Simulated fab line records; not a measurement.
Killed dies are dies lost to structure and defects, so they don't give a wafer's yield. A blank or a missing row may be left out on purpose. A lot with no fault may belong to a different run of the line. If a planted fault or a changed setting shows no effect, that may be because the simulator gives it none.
fab line records || flow berkeley_cmos170
[record] {"lots": 6, "wafers": 18, "last_day": 11}
route steps=331 shown PWELL@38
lots with no fault: from the same line, run without faults
start_h: hours from the record's first day to the start of the lot's first wafer shown || wait_h: time in hours since the lot's previous step || " the same as in the row above || L1.1+2: a row that stands for several wafers || - value missing, or start not given || * or withheld: withheld || < > ~ a bound
route shown NAME@n: NAME is a module with steps in the file, n the number in the route of the first one || usual: mean/standard deviation of fault-free wafers || same: alike in all rows || chamber/n: place in a boat || sites: each site's reading || _std_site: standard deviation of those values || _edge_site: the outer-site mean with the inner-site mean subtracted || radius_mm: for every site, how far away it sits from the centre of the wafer || mask NAME#n: copy n || behind: the last tool/chamber to shape the wafer || hold: why the lot was held/for how many hours/how that ended || device: the transistor (n, p or np) that didn't switch || end of line: the same wafers' tests at the end of the route || for a step that has no rows: nothing shown but its recipe || killed: count of dies lost to structure and defects at first sort (not the wafer's yield) || map: shows each die of a wafer: x if killed, . if not, _ if none is there
set.NAME: the setting that was run; set.NAME@STEP: the one run at that earlier step || model.NAME: the simulator's own value behind a step, which no gauge read
lots seen at some steps along the route; tables by step, rows by wafer
services: the hour from which a tool's chamber was out of use, counted from the record's first day as start_h (under 0 if before that day), plus the number of hours and why
[[steps]]
[step UCB170_PWELL_ANNEAL_04]
[recipe] {"temp_c": 1000, "time_s": 919.5, "ambient": "N2"}
[step UCB170_PWELL_CVD_05]
[recipe] {"material": "Si3N4", "target_thk_nm": 220, "temp_c": 800, "precursor": "SiH2Cl2/NH3", "time_s": 3300, "pressure_mtorr": 200, "sih2cl2_flow_sccm": 25, "nh3_flow_sccm": 75}
[step UCB170_PWELL_THK_MEAS_06]
[recipe] {"reads": "Si3N4_of_PWELL_CVD_05"}
[usual] {"PWELL_NITRIDE_THK": "221.0/2.5"}
{"lot.wafer": "L223.4", "tool": "film_metro-03", "chamber": "-", "start_h": 55.48, "wait_h": 0.0, "PWELL_NITRIDE_THK[nm]": 222.9}
{"lot.wafer": "L223.5", "tool": "film_metro-03", "chamber": "-", "start_h": 55.48, "wait_h": 0.0, "PWELL_NITRIDE_THK[nm]": 223.8}
{"lot.wafer": "L223.6", "tool": "film_metro-03", "chamber": "-", "start_h": 55.48, "wait_h": 0.0, "PWELL_NITRIDE_THK[nm]": 223.4}
{"lot.wafer": "L225.1", "tool": "film_metro-03", "chamber": "-", "start_h": 66.92, "wait_h": 0.0, "PWELL_NITRIDE_THK[nm]": 222.7}
{"lot.wafer": "L225.4", "tool": "film_metro-03", "chamber": "-", "start_h": 66.92, "wait_h": 0.0, "PWELL_NITRIDE_THK[nm]": 222.4}
{"lot.wafer": "L225.6", "tool": "film_metro-03", "chamber": "-", "start_h": 66.92, "wait_h": 0.0, "PWELL_NITRIDE_THK[nm]": 221.4}
{"lot.wafer": "L235.1", "tool": "film_metro-04", "chamber": "-", "start_h": 106.12, "wait_h": 0.0, "PWELL_NITRIDE_THK[nm]": 219.0}
{"lot.wafer": "L235.2", "tool": "film_metro-04", "chamber": "-", "start_h": 106.12, "wait_h": 0.0, "PWELL_NITRIDE_THK[nm]": 217.0}
{"lot.wafer": "L235.3", "tool": "film_metro-04", "chamber": "-", "start_h": 106.12, "wait_h": 0.0, "PWELL_NITRIDE_THK[nm]": 218.2}
{"lot.wafer": "L241.3", "tool": "film_metro-04", "chamber": "-", "start_h": 136.15, "wait_h": 0.0, "PWELL_NITRIDE_THK[nm]": 224.2}
{"lot.wafer": "L241.4", "tool": "film_metro-04", "chamber": "-", "start_h": 136.15, "wait_h": 0.0, "PWELL_NITRIDE_THK[nm]": 223.8}
{"lot.wafer": "L241.5", "tool": "film_metro-04", "chamber": "-", "start_h": 136.15, "wait_h": 0.0, "PWELL_NITRIDE_THK[nm]": 223.8}
{"lot.wafer": "L244.2", "tool": "film_metro-02", "chamber": "-", "start_h": 159.73, "wait_h": 0.0, "PWELL_NITRIDE_THK[nm]": 221.2}
{"lot.wafer": "L244.3", "tool": "film_metro-02", "chamber": "-", "start_h": 159.73, "wait_h": 0.0, "PWELL_NITRIDE_THK[nm]": 221.5}
{"lot.wafer": "L244.6", "tool": "film_metro-02", "chamber": "-", "start_h": 159.73, "wait_h": 0.0, "PWELL_NITRIDE_THK[nm]": 219.8}
{"lot.wafer": "L246.1", "tool": "film_metro-04", "chamber": "-", "start_h": 164.14, "wait_h": 0.0, "PWELL_NITRIDE_THK[nm]": 223.1}
{"lot.wafer": "L246.2", "tool": "film_metro-04", "chamber": "-", "start_h": 164.14, "wait_h": 0.0, "PWELL_NITRIDE_THK[nm]": 223.0}
{"lot.wafer": "L246.3", "tool": "film_metro-04", "chamber": "-", "start_h": 164.14, "wait_h": 0.0, "PWELL_NITRIDE_THK[nm]": 223.1}
[step UCB170_PWELL_HMDS_07]
[recipe] {"prime_time_s": 60, "prime_temp_c": 100}
[step UCB170_PWELL_COAT_08]
[recipe] {"resist": "KrF", "spin_rpm": 1500, "resist_thk_nm": 900}
[step UCB170_PWELL_SOFTBAKE_09]
[recipe] {"resist": "KrF", "temp_c": 130, "time_s": 60}
[step UCB170_PWELL_EXPOSE_10]
[recipe] {"mask_id": "PWELL", "target_cd_nm": 3000, "na": 0.5, "sigma_outer": 0.6, "source_shape": "conventional", "dose_mj": 19}
[step UCB170_PWELL_PEB_11]
[recipe] {"peb_temp_c": 130, "peb_time_s": "withheld", "resist": "KrF"}
[step UCB170_PWELL_DEVELOP_12]
[recipe] {"developer": "TMAH", "develop_time_s": 45, "resist": "KrF", "dev_temp_c": 21}
[step UCB170_PWELL_OVL_MEAS_13]
[usual] {"PWELL_OVL": "0/4.8"}
{"lot.wafer": "L223.4", "tool": "overlay-02", "chamber": "-", "start_h": 56.80, "wait_h": "-", "PWELL_OVL[nm]": -2}
{"lot.wafer": "L223.5", "tool": "overlay-02", "chamber": "-", "start_h": 56.80, "wait_h": "-", "PWELL_OVL[nm]": -5}
{"lot.wafer": "L223.6", "tool": "overlay-02", "chamber": "-", "start_h": 56.80, "wait_h": "-", "PWELL_OVL[nm]": -2}
{"lot.wafer": "L225.1", "tool": "overlay-01", "chamber": "-", "start_h": 68.33, "wait_h": "-", "PWELL_OVL[nm]": 1}
{"lot.wafer": "L225.4", "tool": "overlay-01", "chamber": "-", "start_h": 68.33, "wait_h": "-", "PWELL_OVL[nm]": 0}
{"lot.wafer": "L225.6", "tool": "overlay-01", "chamber": "-", "start_h": 68.33, "wait_h": "-", "PWELL_OVL[nm]": 2}
{"lot.wafer": "L235.1", "tool": "overlay-02", "chamber": "-", "start_h": 107.63, "wait_h": "-", "PWELL_OVL[nm]": 6}
{"lot.wafer": "L235.2", "tool": "overlay-02", "chamber": "-", "start_h": 107.63, "wait_h": "-", "PWELL_OVL[nm]": 6}
{"lot.wafer": "L235.3", "tool": "overlay-02", "chamber": "-", "start_h": 107.63, "wait_h": "-", "PWELL_OVL[nm]": 3}
{"lot.wafer": "L241.3", "tool": "overlay-01", "chamber": "-", "start_h": 137.87, "wait_h": "-", "PWELL_OVL[nm]": 7}
{"lot.wafer": "L241.4", "tool": "overlay-01", "chamber": "-", "start_h": 137.87, "wait_h": "-", "PWELL_OVL[nm]": 0}
{"lot.wafer": "L241.5", "tool": "overlay-01", "chamber": "-", "start_h": 137.87, "wait_h": "-", "PWELL_OVL[nm]": 2}
{"lot.wafer": "L244.2", "tool": "overlay-01", "chamber": "-", "start_h": 160.70, "wait_h": "-", "PWELL_OVL[nm]": -1}
{"lot.wafer": "L244.3", "tool": "overlay-01", "chamber": "-", "start_h": 160.70, "wait_h": "-", "PWELL_OVL[nm]": 3}
{"lot.wafer": "L244.6", "tool": "overlay-01", "chamber": "-", "start_h": 160.70, "wait_h": "-", "PWELL_OVL[nm]": -8}
{"lot.wafer": "L246.1", "tool": "overlay-01", "chamber": "-", "start_h": 166.17, "wait_h": "-", "PWELL_OVL[nm]": 10}
{"lot.wafer": "L246.2", "tool": "overlay-01", "chamber": "-", "start_h": 166.17, "wait_h": "-", "PWELL_OVL[nm]": 3}
{"lot.wafer": "L246.3", "tool": "overlay-01", "chamber": "-", "start_h": 166.17, "wait_h": "-", "PWELL_OVL[nm]": 5}
[step UCB170_PWELL_ETCH_14]
[recipe] {"chemistry": "CH3F/Ar/O2", "target": "Si3N4", "stop_on": "SiO2", "CH3F_flow_sccm": 20, "Ar_flow_sccm": 50, "O2_flow_sccm": 7, "pressure_mtorr": 50, "rf_w": 450, "target_depth_a": 2420, "over_etch_frac": 0.1, "time_s": 151}
[usual] {"drypump_motor_current_A": "6.0/0.53", "oes_product_au": "0.937/0.013", "throttle_valve_pct": "8.03/0.11"}
{"lot.wafer": "L223.4", "tool": "rie_diel-01", "chamber": 1, "start_h": 56.82, "wait_h": 0.0, "drypump_motor_current_A": 5.4, "oes_product_au": 0.937, "rf_hours_counter_h": 56, "throttle_valve_pct": 7.99}
{"lot.wafer": "L223.5", "tool": "rie_diel-01", "chamber": 0, "start_h": 56.82, "wait_h": 0.0, "drypump_motor_current_A": 5.9, "oes_product_au": 0.942, "rf_hours_counter_h": "-", "throttle_valve_pct": 8.04}
{"lot.wafer": "L223.6", "tool": "rie_diel-01", "chamber": 3, "start_h": 56.82, "wait_h": 0.0, "drypump_motor_current_A": 5.3, "oes_product_au": 0.924, "rf_hours_counter_h": "-", "throttle_valve_pct": 8.03}
{"lot.wafer": "L225.1", "tool": "rie_diel-01", "chamber": 2, "start_h": 68.37, "wait_h": 0.0, "drypump_motor_current_A": 6.8, "oes_product_au": 0.945, "rf_hours_counter_h": 135, "throttle_valve_pct": 8.05}
{"lot.wafer": "L225.4", "tool": "rie_diel-01", "chamber": 1, "start_h": 68.37, "wait_h": 0.0, "drypump_motor_current_A": 5.4, "oes_product_au": 0.930, "rf_hours_counter_h": 57, "throttle_valve_pct": 8.01}
{"lot.wafer": "L225.6", "tool": "rie_diel-01", "chamber": 3, "start_h": 68.37, "wait_h": 0.0, "drypump_motor_current_A": 5.4, "oes_product_au": 0.930, "rf_hours_counter_h": "-", "throttle_valve_pct": 8.03}
{"lot.wafer": "L235.1", "tool": "rie_diel-02", "chamber": 2, "start_h": 107.67, "wait_h": 0.0, "drypump_motor_current_A": 6.2, "oes_product_au": 0.915, "rf_hours_counter_h": 48, "throttle_valve_pct": 7.94}
{"lot.wafer": "L235.2", "tool": "rie_diel-02", "chamber": 0, "start_h": 107.67, "wait_h": 0.0, "drypump_motor_current_A": 6.5, "oes_product_au": 0.922, "rf_hours_counter_h": 11, "throttle_valve_pct": 7.85}
{"lot.wafer": "L235.3", "tool": "rie_diel-02", "chamber": 3, "start_h": 107.67, "wait_h": 0.0, "drypump_motor_current_A": 6.3, "oes_product_au": 0.926, "rf_hours_counter_h": 16, "throttle_valve_pct": 7.96}
{"lot.wafer": "L241.3", "tool": "rie_diel-01", "chamber": 3, "start_h": 137.89, "wait_h": 0.0, "drypump_motor_current_A": 5.3, "oes_product_au": 0.931, "rf_hours_counter_h": 18, "throttle_valve_pct": 8.03}
{"lot.wafer": "L241.4", "tool": "rie_diel-01", "chamber": 0, "start_h": 137.89, "wait_h": 0.0, "drypump_motor_current_A": 5.9, "oes_product_au": 0.945, "rf_hours_counter_h": 27, "throttle_valve_pct": 8.02}
{"lot.wafer": "L241.5", "tool": "rie_diel-01", "chamber": 2, "start_h": 137.89, "wait_h": 0.0, "drypump_motor_current_A": 6.8, "oes_product_au": 0.949, "rf_hours_counter_h": "-", "throttle_valve_pct": 8.06}
{"lot.wafer": "L244.2", "tool": "rie_diel-01", "chamber": 1, "start_h": 160.73, "wait_h": 0.0, "drypump_motor_current_A": 5.4, "oes_product_au": 0.937, "rf_hours_counter_h": 62, "throttle_valve_pct": 7.99}
{"lot.wafer": "L244.3", "tool": "rie_diel-01", "chamber": 3, "start_h": 160.73, "wait_h": 0.0, "drypump_motor_current_A": 5.3, "oes_product_au": 0.922, "rf_hours_counter_h": 19, "throttle_valve_pct": 8.03}
{"lot.wafer": "L244.6", "tool": "rie_diel-01", "chamber": 3, "start_h": 160.73, "wait_h": 0.0, "drypump_motor_current_A": 5.3, "oes_product_au": 0.922, "rf_hours_counter_h": "-", "throttle_valve_pct": 8.04}
{"lot.wafer": "L246.1", "tool": "rie_diel-02", "chamber": 0, "start_h": 166.21, "wait_h": 0.0, "drypump_motor_current_A": 6.6, "oes_product_au": 0.938, "rf_hours_counter_h": 14, "throttle_valve_pct": 7.85}
{"lot.wafer": "L246.2", "tool": "rie_diel-02", "chamber": 3, "start_h": 166.21, "wait_h": 0.0, "drypump_motor_current_A": 6.3, "oes_product_au": 0.932, "rf_hours_counter_h": 19, "throttle_valve_pct": 7.96}
{"lot.wafer": "L246.3", "tool": "rie_diel-02", "chamber": 1, "start_h": 166.21, "wait_h": 0.0, "drypump_motor_current_A": 5.8, "oes_product_au": 0.960, "rf_hours_counter_h": 112, "throttle_valve_pct": 8.16}
[step UCB170_PWELL_IMPLANT_15]
[recipe] {"species": "B", "dose_cm2": 5e+12, "energy_kev": 60, "tilt_deg": 7}
[step UCB170_PWELL_STRIP_16]
[recipe] {"chemistry": "O2", "power_w": 400, "pressure_mtorr": 3500, "platen_temp_c": "withheld", "o2_flow_sccm": 400, "overash_fraction": 0.5}
[usual] {"chamber_pressure_mTorr": "3500/3.5", "drypump_motor_current_A": "5.9/0.61", "oes_product_au": "0.721/0.0044", "strip_time_to_endpoint_s": "18.13/0.094"}
{"lot.wafer": "L223.4", "tool": "plasma_asher-02", "chamber": 1, "start_h": 57.10, "wait_h": 0.1, "chamber_pressure_mTorr": 3499, "drypump_motor_current_A": 5.9, "oes_product_au": 0.722, "rf_hours_counter_h": "-", "strip_time_to_endpoint_s": 18.16, "model.KrF_of_PWELL_COAT_08.thk_nm": 0}
{"lot.wafer": "L223.5", "tool": "plasma_asher-02", "chamber": 1, "start_h": 57.10, "wait_h": 0.1, "chamber_pressure_mTorr": 3498, "drypump_motor_current_A": 5.9, "oes_product_au": 0.728, "rf_hours_counter_h": "-", "strip_time_to_endpoint_s": 18.04, "model.KrF_of_PWELL_COAT_08.thk_nm": 0}
{"lot.wafer": "L223.6", "tool": "plasma_asher-02", "chamber": 0, "start_h": 57.10, "wait_h": 0.1, "chamber_pressure_mTorr": 3502, "drypump_motor_current_A": 6.3, "oes_product_au": 0.724, "rf_hours_counter_h": "-", "strip_time_to_endpoint_s": 18.13, "model.KrF_of_PWELL_COAT_08.thk_nm": 0}
{"lot.wafer": "L225.1", "tool": "plasma_asher-01", "chamber": 0, "start_h": 68.62, "wait_h": 0.1, "chamber_pressure_mTorr": 3499, "drypump_motor_current_A": 6.4, "oes_product_au": 0.719, "rf_hours_counter_h": 36, "strip_time_to_endpoint_s": 18.09, "model.KrF_of_PWELL_COAT_08.thk_nm": 0}
{"lot.wafer": "L225.4", "tool": "plasma_asher-01", "chamber": 1, "start_h": 68.62, "wait_h": 0.1, "chamber_pressure_mTorr": 3496, "drypump_motor_current_A": 5.1, "oes_product_au": 0.712, "rf_hours_counter_h": "-", "strip_time_to_endpoint_s": 18.13, "model.KrF_of_PWELL_COAT_08.thk_nm": 0}
{"lot.wafer": "L225.6", "tool": "plasma_asher-01", "chamber": 1, "start_h": 68.62, "wait_h": 0.1, "chamber_pressure_mTorr": 3499, "drypump_motor_current_A": 5.1, "oes_product_au": 0.728, "rf_hours_counter_h": "-", "strip_time_to_endpoint_s": 18.04, "model.KrF_of_PWELL_COAT_08.thk_nm": 0}
{"lot.wafer": "L235.1", "tool": "plasma_asher-02", "chamber": 0, "start_h": 107.92, "wait_h": 0.1, "chamber_pressure_mTorr": 3498, "drypump_motor_current_A": 6.2, "oes_product_au": 0.715, "rf_hours_counter_h": 31, "strip_time_to_endpoint_s": 18.14, "model.KrF_of_PWELL_COAT_08.thk_nm": 0}
{"lot.wafer": "L235.2", "tool": "plasma_asher-02", "chamber": 1, "start_h": 107.92, "wait_h": 0.1, "chamber_pressure_mTorr": 3506, "drypump_motor_current_A": 5.9, "oes_product_au": 0.710, "rf_hours_counter_h": 31, "strip_time_to_endpoint_s": 17.99, "model.KrF_of_PWELL_COAT_08.thk_nm": 0}
{"lot.wafer": "L235.3", "tool": "plasma_asher-02", "chamber": 1, "start_h": 107.92, "wait_h": 0.1, "chamber_pressure_mTorr": 3498, "drypump_motor_current_A": 5.9, "oes_product_au": 0.727, "rf_hours_counter_h": "-", "strip_time_to_endpoint_s": 17.99, "model.KrF_of_PWELL_COAT_08.thk_nm": 0}
{"lot.wafer": "L241.3", "tool": "plasma_asher-04", "chamber": 0, "start_h": 138.18, "wait_h": 0.1, "chamber_pressure_mTorr": 3506, "drypump_motor_current_A": 5.1, "oes_product_au": 0.721, "rf_hours_counter_h": "-", "strip_time_to_endpoint_s": 18.04, "model.KrF_of_PWELL_COAT_08.thk_nm": 0}
{"lot.wafer": "L241.4", "tool": "plasma_asher-04", "chamber": 1, "start_h": 138.18, "wait_h": 0.1, "chamber_pressure_mTorr": 3500, "drypump_motor_current_A": 6.6, "oes_product_au": 0.719, "rf_hours_counter_h": "-", "strip_time_to_endpoint_s": 18.08, "model.KrF_of_PWELL_COAT_08.thk_nm": 0}
{"lot.wafer": "L241.5", "tool": "plasma_asher-04", "chamber": 1, "start_h": 138.18, "wait_h": 0.1, "chamber_pressure_mTorr": 3497, "drypump_motor_current_A": 6.6, "oes_product_au": 0.720, "rf_hours_counter_h": "-", "strip_time_to_endpoint_s": 18.17, "model.KrF_of_PWELL_COAT_08.thk_nm": 0}
{"lot.wafer": "L244.2", "tool": "plasma_asher-04", "chamber": 1, "start_h": 160.98, "wait_h": 0.1, "chamber_pressure_mTorr": "-", "drypump_motor_current_A": "-", "oes_product_au": "-", "rf_hours_counter_h": "-", "strip_time_to_endpoint_s": "-", "model.KrF_of_PWELL_COAT_08.thk_nm": 728.9}
{"lot.wafer": "L244.3", "tool": "plasma_asher-04", "chamber": 1, "start_h": 160.98, "wait_h": 0.1, "chamber_pressure_mTorr": "-", "drypump_motor_current_A": "-", "oes_product_au": "-", "rf_hours_counter_h": "-", "strip_time_to_endpoint_s": "-", "model.KrF_of_PWELL_COAT_08.thk_nm": 725.2}
{"lot.wafer": "L244.6", "tool": "plasma_asher-04", "chamber": 1, "start_h": 160.98, "wait_h": 0.1, "chamber_pressure_mTorr": "-", "drypump_motor_current_A": "-", "oes_product_au": "-", "rf_hours_counter_h": "-", "strip_time_to_endpoint_s": "-", "model.KrF_of_PWELL_COAT_08.thk_nm": 724.8}
{"lot.wafer": "L246.1", "tool": "plasma_asher-04", "chamber": 1, "start_h": 166.46, "wait_h": 0.1, "chamber_pressure_mTorr": "-", "drypump_motor_current_A": "-", "oes_product_au": "-", "rf_hours_counter_h": "-", "strip_time_to_endpoint_s": "-", "model.KrF_of_PWELL_COAT_08.thk_nm": 732.1}
{"lot.wafer": "L246.2", "tool": "plasma_asher-04", "chamber": 0, "start_h": 166.46, "wait_h": 0.1, "chamber_pressure_mTorr": "-", "drypump_motor_current_A": "-", "oes_product_au": "-", "rf_hours_counter_h": "-", "strip_time_to_endpoint_s": "-", "model.KrF_of_PWELL_COAT_08.thk_nm": 727.6}
{"lot.wafer": "L246.3", "tool": "plasma_asher-04", "chamber": 0, "start_h": 166.46, "wait_h": 0.1, "chamber_pressure_mTorr": "-", "drypump_motor_current_A": "-", "oes_product_au": "-", "rf_hours_counter_h": "-", "strip_time_to_endpoint_s": "-", "model.KrF_of_PWELL_COAT_08.thk_nm": 726.3}
[step UCB170_PWELL_TW_MEAS_17]
[usual] {"PWELL_TW": "378/5.2"}
{"lot.wafer": "L223.4", "tool": "film_metro-02", "chamber": "-", "start_h": 57.20, "wait_h": 0.1, "PWELL_TW": 384}
{"lot.wafer": "L223.5", "tool": "film_metro-02", "chamber": "-", "start_h": 57.20, "wait_h": 0.1, "PWELL_TW": 383}
{"lot.wafer": "L223.6", "tool": "film_metro-02", "chamber": "-", "start_h": 57.20, "wait_h": 0.1, "PWELL_TW": 382}
{"lot.wafer": "L225.1", "tool": "film_metro-02", "chamber": "-", "start_h": 68.72, "wait_h": 0.1, "PWELL_TW": 382}
{"lot.wafer": "L225.4", "tool": "film_metro-02", "chamber": "-", "start_h": 68.72, "wait_h": 0.1, "PWELL_TW": 380}
{"lot.wafer": "L225.6", "tool": "film_metro-02", "chamber": "-", "start_h": 68.72, "wait_h": 0.1, "PWELL_TW": 383}
{"lot.wafer": "L235.1", "tool": "film_metro-02", "chamber": "-", "start_h": 108.02, "wait_h": 0.1, "PWELL_TW": 383}
{"lot.wafer": "L235.2", "tool": "film_metro-02", "chamber": "-", "start_h": 108.02, "wait_h": 0.1, "PWELL_TW": 380}
{"lot.wafer": "L235.3", "tool": "film_metro-02", "chamber": "-", "start_h": 108.02, "wait_h": 0.1, "PWELL_TW": 383}
{"lot.wafer": "L241.3", "tool": "film_metro-04", "chamber": "-", "start_h": 138.26, "wait_h": 0.1, "PWELL_TW": 378}
{"lot.wafer": "L241.4", "tool": "film_metro-04", "chamber": "-", "start_h": 138.26, "wait_h": 0.1, "PWELL_TW": 378}
{"lot.wafer": "L241.5", "tool": "film_metro-04", "chamber": "-", "start_h": 138.26, "wait_h": 0.1, "PWELL_TW": 376}
{"lot.wafer": "L244.2", "tool": "film_metro-03", "chamber": "-", "start_h": 161.09, "wait_h": 0.1, "PWELL_TW": 373}
{"lot.wafer": "L244.3", "tool": "film_metro-03", "chamber": "-", "start_h": 161.09, "wait_h": 0.1, "PWELL_TW": 374}
{"lot.wafer": "L244.6", "tool": "film_metro-03", "chamber": "-", "start_h": 161.09, "wait_h": 0.1, "PWELL_TW": 374}
{"lot.wafer": "L246.1", "tool": "film_metro-04", "chamber": "-", "start_h": 166.56, "wait_h": 0.1, "PWELL_TW": 376}
{"lot.wafer": "L246.2", "tool": "film_metro-04", "chamber": "-", "start_h": 166.56, "wait_h": 0.1, "PWELL_TW": 377}
{"lot.wafer": "L246.3", "tool": "film_metro-04", "chamber": "-", "start_h": 166.56, "wait_h": 0.1, "PWELL_TW": 375}
[[services]]
{"tool": "plasma_asher-04", "chamber": "-", "start_h": 51.97, "hours": 0.3, "kind": "repair"}
{"tool": "plasma_asher-04", "chamber": "-", "start_h": 67.25, "hours": 14.6, "kind": "pm"}
{"tool": "rie_diel-02", "chamber": 0, "start_h": 77.10, "hours": 10.1, "kind": "repair"}
{"tool": "rie_diel-02", "chamber": 1, "start_h": 88.41, "hours": 4.6, "kind": "repair"}
{"tool": "plasma_asher-01", "chamber": "-", "start_h": 99.59, "hours": 0.6, "kind": "repair"}
{"tool": "plasma_asher-01", "chamber": "-", "start_h": 108.75, "hours": 9.0, "kind": "pm"}
{"tool": "plasma_asher-01", "chamber": 0, "start_h": 108.75, "hours": 9.0, "kind": "vent_cycle"}
{"tool": "plasma_asher-01", "chamber": 1, "start_h": 108.75, "hours": 9.0, "kind": "vent_cycle"}
{"tool": "plasma_asher-01", "chamber": 0, "start_h": 117.75, "hours": "-", "kind": "clean"}
{"tool": "plasma_asher-01", "chamber": 1, "start_h": 117.75, "hours": "-", "kind": "clean"}
[[key]]
[first_sign] {"step": "UCB170_PWELL_STRIP_16", "reading": "tool_record", "direction": "missing"}
effect none on later readings
[model_effect] {"step": "UCB170_PWELL_STRIP_16", "value": "KrF_of_PWELL_COAT_08.thk_nm", "without": 0, "struck": 727.5}
met_at UCB170_PWELL_STRIP_16
struck_wafers L244.2,L244.3,L244.6,L246.1,L246.2,L246.3
later_rows_left_out L244.2,L244.3,L244.6,L246.1,L246.2,L246.3
sort_left_out L244.2,L244.3,L244.6,L246.1,L246.2,L246.3
tester_left_out L244,L246
onset_between 138.18 160.98
[fault] {"kind": "skipped_step_whole", "tool": "plasma_asher-04", "chamber": "-", "onset_h": 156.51, "steps": "UCB170_PWELL_STRIP_16", "scope": "struck_lots_only"}
// tester_left_out: of these lots the tester's yield and bins aren't shown, on N5 and GAA mostly nor the transistor test; their killed dies are dies lost to structure and defects alone, not to doping, threshold or leakage, so they don't give the yield
// sort_left_out: the simulated sort isn't trusted on such a fault, so these wafers' sort isn't shown, and their yield isn't known
// later_rows_left_out: the simulator's readings of these wafers behind a module that went badly wrong aren't trusted and aren't shown, but for the sort
